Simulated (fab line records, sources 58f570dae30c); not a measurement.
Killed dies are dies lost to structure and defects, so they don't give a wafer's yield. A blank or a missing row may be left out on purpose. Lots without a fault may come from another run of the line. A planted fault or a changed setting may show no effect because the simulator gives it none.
Chamber matching | flow berkeley_cmos170 | UCB170_V2_CMP_02 on cmp-02: 4 sister chambers
The step polishes SiO2. 8 wafers are shown with their chamber, then 11 later ones without.

WAFERS WITH THEIR CHAMBER
wafer  | chamber | motor_current_A (A)
L720.2 | 0       | 16.4
L724.1 | 0       | 14.9
L727.3 | 1       | 20.1
L727.4 | 3       | 15.9
L725.1 | 3       | 15.2
L725.3 | 2       | 17.4
L725.5 | 2       | 17.8
L729.2 | 1       | 21.0

WAFERS WITHOUT THEIR CHAMBER
wafer  | motor_current_A (A)
L729.4 | 18.8
L729.6 | 19.1
L732.3 | 15.6
L732.4 | 18.0
L732.6 | 17.7
L733.2 | 19.8
L733.3 | 14.8
L733.6 | 17.9
L734.2 | 15.7
L734.3 | 18.2
L734.5 | 20.6

WHICH CHAMBER EACH WENT THROUGH
wafer  | from the rows above     | in truth
L729.4 | can't be placed: 2 or 1 | 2
L729.6 | can't be placed: 1 or 2 | 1
L732.3 | can't be placed: 0 or 3 | 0
L732.4 | 2                       | 2
L732.6 | 2                       | 2
L733.2 | 1                       | 1
L733.3 | can't be placed: 3 or 0 | 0
L733.6 | 2                       | 2
L734.2 | can't be placed: 0 or 3 | 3
L734.3 | 2                       | 2
L734.5 | 1                       | 1
Placed correctly: 6 of 11. Can't be placed from these rows: 5 (the true chamber is among the candidates in 5). Placed wrongly: 0.
How it was worked out, from the rows above alone: a wafer's distance from a chamber is the root of the sum, over the readings, of the square of ((its reading less the chamber's mean) divided by the reading's scatter). The wafer belongs to the nearest chamber; if the next one is less than 2 further off, it can't be placed. A chamber's mean is the mean of its shown wafers. The scatter: the root of (the sum of the squares of (reading less its chamber's mean) over the shown wafers, divided by (wafers less chambers)).
